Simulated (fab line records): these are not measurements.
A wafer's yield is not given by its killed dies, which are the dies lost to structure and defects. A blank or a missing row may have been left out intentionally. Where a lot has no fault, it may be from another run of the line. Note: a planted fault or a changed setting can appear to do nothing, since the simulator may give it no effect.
fab line records ; flow ritCmos
[record] lots = 14; wafers = 42; lastDay = 7
route steps=202 shown ACTIVE@15
lots with no fault: from the same line, run without faults
startH: the number of hours between the record's first day and the start of the first shown wafer of the lot ; waitH: time in hours since the lot's previous step ; " the same as in the row above ; L1.1+2: a row that stands for several wafers ; - no value present, or no start provided ; * or withheld: withheld ; < > ~ a bound
route shown NAME@n: a module of which the file shows steps, and the number in the route of the first ; usual: mean and standard deviation over wafers with no fault ; same: alike in all rows ; chamber/n: place in a boat ; sites: each site's reading ; _std_site: standard deviation across them ; _edge_site: mean of outer sites minus mean of inner sites ; radiusMm: for every site, how far away it sits from the centre of the wafer ; mask NAME#n: copy n ; behind: tool/chamber where the wafer was last shaped ; hold: why the lot went on hold/how many hours it stayed there/how the hold came to an end ; device: which transistor (n, p or np) failed to switch ; end of line: the route-end tests of the same wafers ; step lacking rows: just its recipe ; killed: not the wafer's yield, but the dies lost to structure and defects at the first sort ; map: the dies of a wafer, with x for killed, . for not killed, _ for no die there
set.NAME: the run value of the setting; set.NAME@STEP: its run value at that earlier step ; model.NAME: the simulator's own value behind a step, which no gauge read
a sample of lots followed through the steps of the route, with each step as a table and each wafer as a row
services: the hour from which a tool's chamber was out of use, counted from the record's first day as startH (under 0 if before that day), plus the number of hours and why
[[steps]]
[step RIT_ACTIVE_STRIP_14]
[recipe] chemistry = O2; timeS = 180; resist = NOVOLAK; platenTempC = withheld; powerW = 500; pressureMtorr = 4000; o2FlowSccm = 4000
[usual] chamberPressureMTorr = 4000/3.5; drypumpMotorCurrentA = 6.06/0.29
lot.wafer;tool;chamber;startH;waitH;chamberPressureMTorr;drypumpMotorCurrentA;rfHoursCounterH
L990.4;plasmaAsher-02;0;26.83;0.1;4001;5.29;-
L990.5;plasmaAsher-02;0;26.83;0.1;3993;5.28;-
L990.6;plasmaAsher-02;1;26.83;0.1;3996;6.45;-
L991.1;plasmaAsher-01;1;30.74;0.1;3998;5.92;38
L991.3;plasmaAsher-01;0;30.74;0.1;3997;6.32;-
L991.6;plasmaAsher-01;0;30.74;0.1;4004;6.32;-
L992.2;plasmaAsher-04;1;34.91;0.1;4000;6.14;24
L992.4;plasmaAsher-04;1;34.91;0.1;4001;6.16;-
L992.6;plasmaAsher-04;0;34.91;0.1;3997;6.02;-
L993.1;plasmaAsher-04;0;40.04;0.1;3996;6.07;25
L993.3;plasmaAsher-04;0;40.04;0.1;3999;6.06;-
L993.6;plasmaAsher-04;0;40.04;0.1;4001;6.06;-
L994.2;plasmaAsher-04;0;45.98;0.1;3996;6.02;26
L994.4;plasmaAsher-04;0;45.98;0.1;3999;6.03;-
L994.5;plasmaAsher-04;0;45.98;0.1;3994;6.02;-
L996.1;plasmaAsher-04;1;58.05;0.1;3997;6.13;27
L996.5;plasmaAsher-04;1;58.05;0.1;4000;6.14;-
L996.6;plasmaAsher-04;0;58.05;0.1;4001;6.02;-
L998.1;plasmaAsher-04;0;65.21;0.1;4004;6.03;28
L998.5;plasmaAsher-04;1;65.21;0.1;4001;6.12;-
L998.6;plasmaAsher-04;0;65.21;0.1;3999;6.02;-
L999.2;plasmaAsher-04;1;70.37;0.1;3999;6.16;29
L999.4;plasmaAsher-04;1;70.37;0.1;3997;6.15;-
L999.5;plasmaAsher-04;0;70.37;0.1;4006;6.01;-
L100.1;plasmaAsher-02;0;74.84;0.1;4003;5.30;44
L100.2;plasmaAsher-02;1;74.84;0.1;4004;6.47;44
L100.4;plasmaAsher-02;0;74.84;0.1;3998;5.28;-
L101.1;plasmaAsher-01;0;81.93;0.1;3996;6.29;45
L101.4;plasmaAsher-01;1;81.93;0.1;4001;5.88;-
L101.5;plasmaAsher-01;1;81.93;0.1;3994;5.89;-
L102.2;plasmaAsher-04;1;84.84;0.1;3197;6.14;31
L102.3;plasmaAsher-04;1;84.84;0.1;3201;6.14;-
L102.5;plasmaAsher-04;0;84.84;0.1;3201;6.03;-
L103.2;plasmaAsher-04;1;90.27;0.1;3200;6.14;31
L103.5;plasmaAsher-04;1;90.27;0.1;3196;6.16;-
L103.6;plasmaAsher-04;0;90.27;0.1;3198;6.04;-
L105.2;plasmaAsher-01;0;100.35;0.1;4004;6.32;47
L105.5;plasmaAsher-01;1;100.35;0.1;4000;5.90;-
L105.6;plasmaAsher-01;0;100.35;0.1;3998;6.30;-
L110.1;plasmaAsher-01;0;125.22;0.1;4003;6.31;49
L110.2;plasmaAsher-01;1;125.22;0.1;3995;5.91;49
L110.4;plasmaAsher-01;0;125.22;0.1;3995;6.33;-
[[services]]
tool;chamber;startH;hours;kind
plasmaAsher-02;-;40.67;2.8;pm
plasmaAsher-01;-;111.83;4.1;repair
[[key]]
[firstSign] step = RIT_ACTIVE_STRIP_14; reading = chamberPressureMTorr; direction = down; sigmas = 99+; usual = 4000; struck = 3199
effect none on later readings
metAt RIT_ACTIVE_STRIP_14
struckLots L102,L103
testerLeftOut L102,L103
onsetBetween 70.37 84.84
[fault] kind = processParameterDrift; tool = plasmaAsher-04; chamber = -; onsetH = 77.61; steps = RIT_ACTIVE_STRIP_14; channel = pressureMtorr; offset = -800; shape = step; endH = 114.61; actsIn = theseRecipesOnly; stated = 4000
// testerLeftOut: of these lots the tester's yield and bins aren't shown, on N5 and GAA mostly nor the transistor test; their killed dies are dies lost to structure and defects alone, not to doping, threshold or leakage, so they don't give the yield
